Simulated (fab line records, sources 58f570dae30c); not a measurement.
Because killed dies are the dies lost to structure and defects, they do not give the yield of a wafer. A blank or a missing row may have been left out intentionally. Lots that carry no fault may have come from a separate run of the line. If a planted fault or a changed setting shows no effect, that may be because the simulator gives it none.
Which tool is to blame?	flow berkeley cmos170	14 lots with 42 wafers sampled at 4 steps, on a route of 331 steps

## WHAT EACH GAUGE READ, for each wafer
UCB170_NWELL_THK_MEAS_02. Usual: for NWELL_OXIDE_THK the level is 26.6 nm and the standard deviation is 0.46.
lot	measured	on	NWELL_OXIDE_THK (nm)	flag
L203	day 2 00:02	film metro-04	26.4 26.7 26.5	
L204	day 2 05:33	film metro-01	27.3 27.3 27.3	
L206	day 2 16:04	film metro-01	26.5 27.3 26.5	
L207	day 2 23:01	film metro-01	26.1 25.7 26.1	
L209	day 3 05:32	film metro-03	26.7 26.6 26.9	
L211	day 3 16:57	film metro-01	26.8 26.9 26.8	
L212	day 4 00:13	film metro-03	25.9 26.6 26.5	
L213	day 4 00:14	film metro-04	26.5 26.3 26.5	
L218	day 4 22:46	film metro-04	26.5 26.3 26.4	
L221	day 5 15:47	film metro-01	25.6 25.8 25.9	
L223	day 6 04:19	film metro-01	27.1 26.5 26.3	
L224	day 6 05:40	film metro-01	26.8 26.9 27.0	
L225	day 6 10:37	film metro-04	26.3 26.7 26.5	
L226	day 6 16:16	film metro-01	27.4 27.2 27.6	

UCB170_SILICIDE_RS_MEAS_02: the measuring method here is four-point-probe. Usual: for SILICIDE_TI_RS the level is 26.3 ohm/sq and the standard deviation is 0.35.
lot	measured	on	SILICIDE_TI_RS (ohm/sq)	flag
L203	day 6 07:01	film metro-01	25.6 25.7 25.4	
L204	day 6 20:19	film metro-04	26.0 26.0 25.9	
L206	day 7 08:50	film metro-01	26.3 26.3 26.8	
L207	day 7 09:57	film metro-01	26.6 26.5 26.6	
L209	day 7 08:24	film metro-01	25.7 25.6 25.7	
L211	day 7 16:38	film metro-01	26.1 26.0 26.0	
L212	day 8 08:15	film metro-04	20.9 20.9 20.8	OFF
L213	day 8 09:13	film metro-01	21.1 21.1 21.1	OFF
L218	day 9 10:35	film metro-01	26.5 26.6 26.5	
L221	day 10 12:42	film metro-01	26.5 26.4 26.3	
L223	day 10 21:58	film metro-02	26.7 26.6 26.7	
L224	day 10 21:31	film metro-01	26.6 26.5 26.6	
L225	day 11 06:28	film metro-01	26.0 26.2 26.3	
L226	day 11 06:26	film metro-04	26.6 26.5 26.7	

UCB170_SILICIDE_THK_MEAS_03: measures by xrf. Usual: for SILICIDE_TI_THK the level is 29.6 nm and the standard deviation is 0.35.
lot	measured	on	SILICIDE_TI_THK (nm)	flag
L203	day 6 07:08	film metro-01	30.2 30.3 30.2	
L204	day 6 20:26	film metro-04	29.9 30.0 30.0	
L206	day 7 08:56	film metro-01	29.6 29.5 29.0	
L207	day 7 10:04	film metro-01	29.4 29.4 29.2	
L209	day 7 08:31	film metro-01	30.2 30.2 30.1	
L211	day 7 16:44	film metro-01	29.8 29.8 29.9	
L212	day 8 08:22	film metro-04	36.2 36.1 36.2	OFF
L213	day 8 09:20	film metro-01	35.6 35.7 35.7	OFF
L218	day 9 10:41	film metro-01	29.4 29.3 29.5	
L221	day 10 12:48	film metro-01	29.4 29.6 29.4	
L223	day 10 22:04	film metro-02	29.2 29.2 29.1	
L224	day 10 21:38	film metro-01	29.4 29.5 29.3	
L225	day 11 06:34	film metro-01	29.9 29.7 29.6	
L226	day 11 06:34	film metro-04	29.4 29.3 29.3	

## WHAT TOOL EACH LOT RAN ON (gives the tool, then ch and the chambers of the sampled wafers, and finally the start)
lot	UCB170_SILICIDE_SPUTTER_01
L203	pvd sputter-02, day 6 06:58
L204	pvd sputter-02, day 6 20:17
L206	pvd sputter-02, day 7 08:46
L207	pvd sputter-01, day 7 09:54
L209	pvd sputter-01, day 7 08:20
L211	pvd sputter-04, day 7 16:35
L212	pvd sputter-01, day 8 08:13
L213	pvd sputter-01, day 8 09:11
L218	pvd sputter-02, day 9 10:32
L221	pvd sputter-04, day 10 12:38
L223	pvd sputter-04, day 10 21:55
L224	pvd sputter-01, day 10 21:28
L225	pvd sputter-02, day 11 06:24
L226	pvd sputter-04, day 11 06:25
- UCB170_SILICIDE_SPUTTER_01: material Ti, target thk 30 nm, time 25 s.

## AS READ BY THE TOOLS THEMSELVES (means over the sampled wafers that have a number; for cases with no such wafer, the mark the record gives instead)
UCB170_SILICIDE_SPUTTER_01. Usual: throttle valve pct at 30.2 %, with a standard deviation of 0.96.
lot	tool	throttle valve pct (%)	flag
L203	pvd sputter-02	30.7	
L204	pvd sputter-02	30.5	
L206	pvd sputter-02	30.8	
L207	pvd sputter-01	30.5	
L209	pvd sputter-01	30.2	
L211	pvd sputter-04	28.7	
L212	pvd sputter-01	30.5	
L213	pvd sputter-01	30.1	
L218	pvd sputter-02	30.5	
L221	pvd sputter-04	29.4	
L223	pvd sputter-04	29.3	
L224	pvd sputter-01	30.5	
L225	pvd sputter-02	30.6	
L226	pvd sputter-04	29.7	

## THE ANSWER, worked out from the rows above alone
Rule: a lot is off if the mean of its wafers that have a number lies more than 3 standard deviations from the usual mean. A lot without any number at a reading at which 4 lots or more have one is off too. Where the step has rows for the other lots, those lots are counted as sound. Order of review: gauges by route order, followed by the tools' own readings, for which a lot's mean as printed above is used. The first step at which some lot is off is used, and at that step the reading that is off furthest; a lot without a number counts as furthest.
Off: at UCB170_SILICIDE_RS_MEAS_02 (SILICIDE_TI_RS), L212, L213.
A tool fits if, at a process step before that reading, it ran every lot that is off, and no sound lot after the first of them. Those tools and the gauges at UCB170_SILICIDE_RS_MEAS_02 are tried in the same way. No candidate that was tried fits.

## WHAT HAD BEEN PUT IN BY THE SIMULATOR
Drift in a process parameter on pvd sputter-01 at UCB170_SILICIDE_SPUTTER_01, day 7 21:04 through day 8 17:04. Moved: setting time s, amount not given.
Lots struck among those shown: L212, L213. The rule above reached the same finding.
